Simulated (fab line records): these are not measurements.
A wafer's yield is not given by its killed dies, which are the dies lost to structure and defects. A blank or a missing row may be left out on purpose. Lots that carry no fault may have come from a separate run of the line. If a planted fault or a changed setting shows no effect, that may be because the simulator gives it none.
A struck lot beside a sound one | flow rit_cmos | 33 out of 202 route steps
Sound: these wafers, L654.1, L654.3, L654.4. Wafers struck: L655.2, L655.4, L655.5. Last of all comes the cause.
Order at every step that has rows: each side's tool, ch and its chambers, its first start. Under that, the readings that differ: sound wafers | struck wafers | difference of the means | sigmas: that difference in standard deviations of wafers without a fault.
alike: same words and numbers on both sides, and readings whose means sit less than 2 such deviations apart. not compared: any withheld reading, any reading some wafer has no value for, any bound like >300 that may hide the same value, and any number with overlapping values for which the record gives no deviation.
The two part at a step that has a row with sigmas, a row that says differs or no value, or rows on one side only. Numbers that don't overlap but have no deviation are shown without sigmas and don't part them. A reading that every wafer of one side lacks parts them only if that side has two wafers or more.

first, 1 step without rows for these wafers: RIT_PLDD_IMPLANT_08.
RIT_PLDD_STRIP_09: strips in O2, time 180 s.
  sound on plasma_asher-02 ch 0,1, day 3 23:40; struck on plasma_asher-04 ch 1, day 4 02:10
  alike: drypump_motor_current_A
  not compared: rf_hours_counter_h
RIT_PLDD_TW_MEAS_10:
  sound: film_metro-03 at day 3 23:51; struck: film_metro-03 at day 4 02:25
  alike: PLDD_TW
then, 4 steps without rows for these wafers: RIT_SPACER_CLEAN_00 (cleans in SC1, time 600 s); RIT_SPACER_CLEAN_01 (cleans in dHF, time 30 s); RIT_SPACER_CLEAN_02 (cleans in SC2, time 600 s); RIT_SPACER_CVD_03 (deposits Si3N4 from SiH2Cl2/NH3, target thk 250 nm, time 3300 s).
RIT_SPACER_THK_MEAS_04:
  sound: film_metro-04 at day 4 02:48; struck: film_metro-03 at day 4 04:46
  alike: SPACER_NITRIDE_THK
RIT_SPACER_ETCHBACK_05: etches Si3N4 in SF6/CHF3, stops on SiO2, target depth 250 nm, time 240 s.
  sound on rie_diel-01 ch 0,1,3, day 4 02:52; struck on rie_diel-03 ch 1,2,3, day 4 04:49
  alike: drypump_motor_current_A, oes_product_au, throttle_valve_pct
  not compared: rf_hours_counter_h
then, 3 steps without rows for these wafers: RIT_NSD_HMDS_00 (prime time 60 s); RIT_NSD_COAT_01 (resist thk 1000 nm); RIT_NSD_SOFTBAKE_02 (time 60 s).
RIT_NSD_EXPOSE_03: exposes mask M9, target cd 40700 nm.
  sound on iline_stepper-02 ch 0, day 4 03:41; struck on iline_stepper-02 ch 0, day 4 05:26
  reading | sound          | struck            | difference | sigmas
  mask    | M9#0 M9#0 M9#0 | M10#0 M10#0 M10#0 | differs    |
then, 2 steps without rows for these wafers: RIT_NSD_PEB_04; RIT_NSD_DEVELOP_05 (develop time 50 s).
RIT_NSD_OVL_MEAS_06:
  sound: overlay-01 at day 4 04:05; struck: overlay-01 at day 4 05:49
  reading      | sound          | struck | difference                    | sigmas
  NSD_OVL (nm) | -4.1 -3.5 -3.7 | - - -  | no value on the struck wafers |
then, 2 steps without rows for these wafers: RIT_NSD_HARDBAKE_07 (time 60 s); RIT_NSD_IMPLANT_08.
RIT_NSD_STRIP_09: strips in O2, time 180 s.
  sound on plasma_asher-04 ch 0,1, day 4 04:26; struck on plasma_asher-03 ch 0,1, day 4 06:09
  alike: drypump_motor_current_A
  not compared: rf_hours_counter_h
RIT_NSD_TW_MEAS_10:
  sound: film_metro-02 at day 4 04:37; struck: film_metro-03 at day 4 06:20
  reading | sound          | struck   | difference | sigmas
  NSD_TW  | 3079 3071 3092 | 30 30 30 | -3051      | -99 or more
then, 6 steps without rows for these wafers: RIT_PSD_HMDS_00 (prime time 60 s); RIT_PSD_COAT_01 (resist thk 1000 nm); RIT_PSD_SOFTBAKE_02 (time 60 s); RIT_PSD_EXPOSE_03 (exposes mask M10, target cd 40900 nm); RIT_PSD_PEB_04; RIT_PSD_DEVELOP_05 (develop time 50 s).
RIT_PSD_OVL_MEAS_06:
  sound: overlay-01 at day 4 05:31; struck: overlay-01 at day 4 07:22
  reading      | sound          | struck      | difference | sigmas
  PSD_OVL (nm) | -0.7 -1.1 -3.0 | 1.6 2.1 2.4 | +3.6       | +2
then, 2 steps without rows for these wafers: RIT_PSD_HARDBAKE_07 (time 60 s); RIT_PSD_IMPLANT_08.
RIT_PSD_STRIP_09: strips in O2, time 180 s.
  sound on plasma_asher-01 ch 0,1, day 4 05:51; struck on plasma_asher-03 ch 0,1, day 4 07:41
  alike: drypump_motor_current_A
  not compared: rf_hours_counter_h
RIT_PSD_TW_MEAS_10:
  sound: film_metro-02 at day 4 06:02; struck: film_metro-03 at day 4 07:53
  reading | sound          | struck         | difference | sigmas
  PSD_TW  | 3400 3395 3372 | 3640 3647 3629 | +250       | +8
then, 1 step without rows for these wafers: RIT_SDANNEAL_CLEAN_00 (cleans in SC1, time 600 s).
RIT_M1_PROBE_99:
  sound: prober-01 at day 4 13:56; struck: prober-02 at day 4 16:07
  reading             | sound  | struck      | difference | sigmas
  killed_at_front_end | 8 11 8 | 264 264 264 | +255       | +82
  killed_dies         | 8 11 8 | 264 264 264 | +255       | +82
  killed_on_rim       | 2 5 0  | 70 70 70    | +68        | +48
  alike: killed_at_contacts, killed_open, killed_short

== WHERE THEY PART ==
Last at RIT_M1_PROBE_99 as far as this record goes, first at RIT_NSD_EXPOSE_03.

WHY: what had been put in by the simulator
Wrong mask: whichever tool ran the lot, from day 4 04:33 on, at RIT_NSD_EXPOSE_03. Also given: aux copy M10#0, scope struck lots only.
